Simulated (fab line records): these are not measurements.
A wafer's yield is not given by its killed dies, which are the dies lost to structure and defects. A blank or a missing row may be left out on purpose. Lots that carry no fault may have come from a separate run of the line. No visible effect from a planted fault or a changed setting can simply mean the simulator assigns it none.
The tool behind it: which one? | flow berkeley_cmos170 | 7 lots, 21 wafers sampled, at 1 step of a route of 331

## WHAT THE GAUGES READ, wafer by wafer
UCB170_NSD_CD_MEAS_06: target cd 1200 nm.
lot  | measured     | on        | cd_nm (nm)
L524 | day 7 00:05  | cd_sem-02 | 1197.9 1196.6 1198.0
L525 | day 7 16:04  | cd_sem-02 | 1199.8 1199.2 1198.7
L528 | day 8 10:50  | cd_sem-01 | 1200.4 1198.2 1199.9
L532 | day 8 22:05  | cd_sem-01 | 1202.6 1201.0 1201.2
L536 | day 10 02:53 | cd_sem-02 | 1199.3 1197.9 1199.7
L539 | day 10 13:08 | cd_sem-01 | 1199.5 1199.2 1198.3
L541 | day 11 10:20 | cd_sem-01 | 1200.0 1199.9 1202.1

## EACH LOT AND THE TOOL THAT RAN IT (in order: tool; ch and the chambers of the sampled wafers; start)
There is no process step in the record ahead of these readings.

## THE ANSWER, worked out from the rows above alone
Rule: the usual values come from the lots themselves. Put in order of their means at a reading, lots are off if they are a third of the lots or fewer, leave a main group of 4 or more, and stand apart from it by a gap of 3 or more times the standard deviation of the main group's means; of several such gaps the widest counts. A main group is skipped when, at the precision printed for the reading in the tables above, its means are all equal. Also off: a lot with no number at a reading for which 4 or more lots have one. Where the step has rows for the other lots, those lots are counted as sound.
No lot is off on any of the readings shown, so nothing can be concluded from this.

## WHAT HAD BEEN PUT IN BY THE SIMULATOR
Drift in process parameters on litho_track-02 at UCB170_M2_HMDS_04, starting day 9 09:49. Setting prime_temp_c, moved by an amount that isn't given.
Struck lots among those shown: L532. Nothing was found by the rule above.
